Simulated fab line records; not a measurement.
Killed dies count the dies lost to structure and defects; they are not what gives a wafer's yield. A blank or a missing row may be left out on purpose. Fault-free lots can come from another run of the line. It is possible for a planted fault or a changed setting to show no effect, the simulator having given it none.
Split-lot study | flow berkeley cmos170 | 23 wafers read across 5 lots, on a route 331 steps long

THE SPLIT
At UCB170_V1_CMP_02 (polishes SiO2), the setting leave above ref nm was moved away from the recipe's 1000 nm on 7 of the 23 wafers read, by -3.2% to +4.7%. For the rest of the wafers, this setting stayed at what the recipe calls for.

There is no step in the file separating the split from the reading.

THE READING
V1_POLISHED_THK (nm), taken at UCB170_V1_THK_MEAS_04. A value of 1000.2 nm with a standard deviation of 1.2 nm is what fault-free wafers of this fab line usually give.

wafer  | tool, chamber at the split | leave above ref nm as run, nm | against the recipe | V1_POLISHED_THK, nm | against lot-mates on the recipe
L079.1 | cmp-02, 1,2                | 1000                          | recipe             | 1001.4              | -
L079.2 | cmp-02, 0                  | 1047                          | +4.7%              | 1046.1              | +45.2
L079.3 | cmp-02, 1,2                | 1000                          | recipe             | 1001.2              | -
L079.5 | cmp-02, 1                  | 1047                          | +4.7%              | 1047.4              | +46.5
L079.6 | cmp-02, 2                  | 1000                          | recipe             | 1000.1              | -
L078.1 | cmp-02, 1                  | 1000                          | recipe             | 1000.6              | -
L078.2 | cmp-02, 3                  | 967.6                         | -3.2%              | 968.1               | -31.5
L078.3 | cmp-02, 2                  | 1000                          | recipe             | 999.2               | -
L078.5 | cmp-02, 1                  | 967.6                         | -3.2%              | 968.9               | -30.7
L078.6 | cmp-02, 2                  | 1000                          | recipe             | 999.1               | -
L076.1 | cmp-01, 3                  | 1000                          | recipe             | 1001.8              | -
L076.2 | cmp-01, 1                  | 1000                          | recipe             | 1000.8              | -
L076.4 | cmp-01, 2                  | 1000                          | recipe             | 1000.7              | -
L076.5 | cmp-01, 2                  | 1000                          | recipe             | 1000.0              | -
L076.6 | cmp-01, 3                  | 1000                          | recipe             | 1001.6              | -
L077.1 | cmp-02, 0                  | 1033                          | +3.3%              | 1030.9              | +30.2
L077.2 | cmp-02, 1                  | 1033                          | +3.3%              | 1035.8              | +35.0
L077.3 | cmp-02, 3                  | 1033                          | +3.3%              | 1036.9              | +36.2
L077.4 | cmp-02, 2,1                | 1000                          | recipe             | 999.5               | -
L077.6 | cmp-02, 2,1                | 1000                          | recipe             | 1002.0              | -
L084.2 | cmp-02, 2                  | 1000                          | recipe             | 999.9               | -
L084.3 | cmp-02, 0                  | 1000                          | recipe             | 998.2               | -
L084.4 | cmp-02, 3                  | 1000                          | recipe             | 1000.6              | -
Where a row lists several chambers, the file gives one row for several wafers and doesn't say which wafer went through which chamber.

FIT RESULTS
A straight line over all 23 wafers: V1_POLISHED_THK changes by +10 nm for each +1% of leave above ref nm; r = +1.00; the points scatter about the line by 1.4 nm.
The same after taking each lot's own level away (the mean of its wafers on the recipe; 23 wafers): +9.86 nm for each +1%; r = +1.00; scatter 1.3 nm.
Per that fit: largest leave above ref nm move, reading shift of 46 nm.
Measured against the standard deviation above, the lots' own levels, which go from 999.57 to 1000.98 nm, span 1.2 times it.
The two slopes agree, so the slope changes little with the lot-to-lot level.
Check: for one of the wafers moved furthest among these (+4.7%), held out of the fit, the line's prediction against its lot-mates is +46.9 nm. Against them it came out at +45.2 nm.

OTHER SPLITS ON THESE WAFERS
Other splits were also applied to these wafers ahead of the reading. Each is held against what the fit with the lots' levels taken away leaves over:
other split on the same wafers     | wafers away from the commonest value | r with V1_POLISHED_THK (lot level and that fit taken away)
UCB170_SILICIDE_SPUTTER_01 power w | 10                                   | -0.01
UCB170_M1_EXPOSE_06 dose mj        | 5                                    | -0.21

THE WHOLE CHAIN: every reading that the file lists as answering this split, in the file's order
step                  | what it does                                                              | reading                                                                   | change (the file's fit)              | r (the file's)
UCB170_V1_CMP_02      | polishes SiO2                                                             | SiO2_of_V1_CVD_00.thk nm (the simulator's own value, which no gauge read) | +9.91 nm for each +1% of the setting | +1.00
UCB170_V1_THK_MEAS_04 |                                                                           | V1_POLISHED_THK                                                           | +9.84 for each +1% of the setting    | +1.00
UCB170_V1_ETCH_14     | etches SiO2 in CHF3/CF4/Ar, stops on Al, target depth 1250 nm, time 291 s | V1.feature depth nm (the simulator's own value, which no gauge read)      | +9.96 nm for each +1% of the setting | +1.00
UCB170_V1_ETCH_14     | etches SiO2 in CHF3/CF4/Ar, stops on Al, target depth 1250 nm, time 291 s | etch.depth nm (the simulator's own value, which no gauge read)            | +9.91 nm for each +1% of the setting | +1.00

THE FILE'S OWN FIT
V1_POLISHED_THK changes by +9.84 nm for each +1% of leave above ref nm, r = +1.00.
